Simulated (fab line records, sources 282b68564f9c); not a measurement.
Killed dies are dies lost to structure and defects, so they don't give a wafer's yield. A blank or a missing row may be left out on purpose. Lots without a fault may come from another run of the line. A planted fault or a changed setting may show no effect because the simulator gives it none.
Split-lot experiment | flow rit_cmos | 5 lots, 23 wafers read, on a route of 202 steps

THE SPLIT
At RIT_NLDD_SOFTBAKE_02 (time 60 s), the setting temp_c was moved away from the recipe's 90 C on 5 of the 23 wafers read, by +3.2% to +3.7%. The other wafers ran this setting at the recipe's value.

The reading is taken at the split's own step.

THE READING
NOVOLAK_of_NLDD_COAT_01.thk_nm (the simulator's own value, which no gauge read), in nm, at RIT_NLDD_SOFTBAKE_02 (time 60 s). The file gives no usual value for it. The 18 wafers here that ran the recipe average 997.9 nm, standard deviation 2.3 nm.

wafer  | tool, chamber at the split | temp_c as run, C | against the recipe | NOVOLAK_of_NLDD_COAT_01.thk_nm, nm | against lot-mates on the recipe
L078.1 | litho_track-04, 0          | 90               | recipe             | 998.4                              | -
L078.2 | litho_track-04, 0          | 90               | recipe             | 1001                               | -
L078.3 | litho_track-04, 0          | 90               | recipe             | 1002                               | -
L078.4 | litho_track-04, 0          | 93.3             | +3.7%              | 988.2                              | -12.3
L078.5 | litho_track-04, 0          | 93.3             | +3.7%              | 991.4                              | -9.1
L079.1 | litho_track-02, 0          | 90               | recipe             | 997.1                              | -
L079.2 | litho_track-02, 0          | 90               | recipe             | 997.1                              | -
L079.3 | litho_track-02, 0          | 90               | recipe             | 995.3                              | -
L079.5 | litho_track-02, 0          | 90               | recipe             | 994.6                              | -
L079.6 | litho_track-02, 0          | 90               | recipe             | 996.7                              | -
L081.3 | litho_track-03, 0          | 90               | recipe             | 997.6                              | -
L081.4 | litho_track-03, 0          | 90               | recipe             | 998.8                              | -
L081.6 | litho_track-03, 0          | 90               | recipe             | 999.4                              | -
L082.1 | litho_track-02, 0          | 90               | recipe             | 1001                               | -
L082.3 | litho_track-02, 0          | 90               | recipe             | 997.2                              | -
L082.4 | litho_track-02, 0          | 90               | recipe             | 999.1                              | -
L082.5 | litho_track-02, 0          | 90               | recipe             | 997.6                              | -
L082.6 | litho_track-02, 0          | 90               | recipe             | 998.6                              | -
L084.1 | litho_track-03, 0          | 90               | recipe             | 992.2                              | -
L084.2 | litho_track-03, 0          | 92.84            | +3.2%              | 988.9                              | -6.6
L084.3 | litho_track-03, 0          | 92.84            | +3.2%              | 990.1                              | -5.4
L084.5 | litho_track-03, 0          | 92.84            | +3.2%              | 989.7                              | -5.8
L084.6 | litho_track-03, 0          | 90               | recipe             | 998.7                              | -

THE FIT
A straight line over all 23 wafers: NOVOLAK_of_NLDD_COAT_01.thk_nm changes by -2.44 nm for each +1% of temp_c; r = -0.85; the points scatter about the line by 2.2 nm.
The same after taking each lot's own level away (the mean of its wafers on the recipe; 23 wafers): -2.37 nm for each +1%; r = -0.89; scatter 1.8 nm.
On that fit, the largest move of temp_c shifts the reading by 8.7 nm.
The lots' own levels span 995.45 to 1000.47 nm, that is 2.2 times the standard deviation above.
So the lot-to-lot level changes the slope little: the two slopes agree.
Check: with one of the wafers moved furthest among these (+3.7%) left out of the fit, the line predicts -7.53 nm for it against its lot-mates. It came out at -12.3 nm against them.

THE FILE'S OWN FIT
NOVOLAK_of_NLDD_COAT_01.thk_nm changes by -2.47 nm for each +1% of temp_c, r = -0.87.
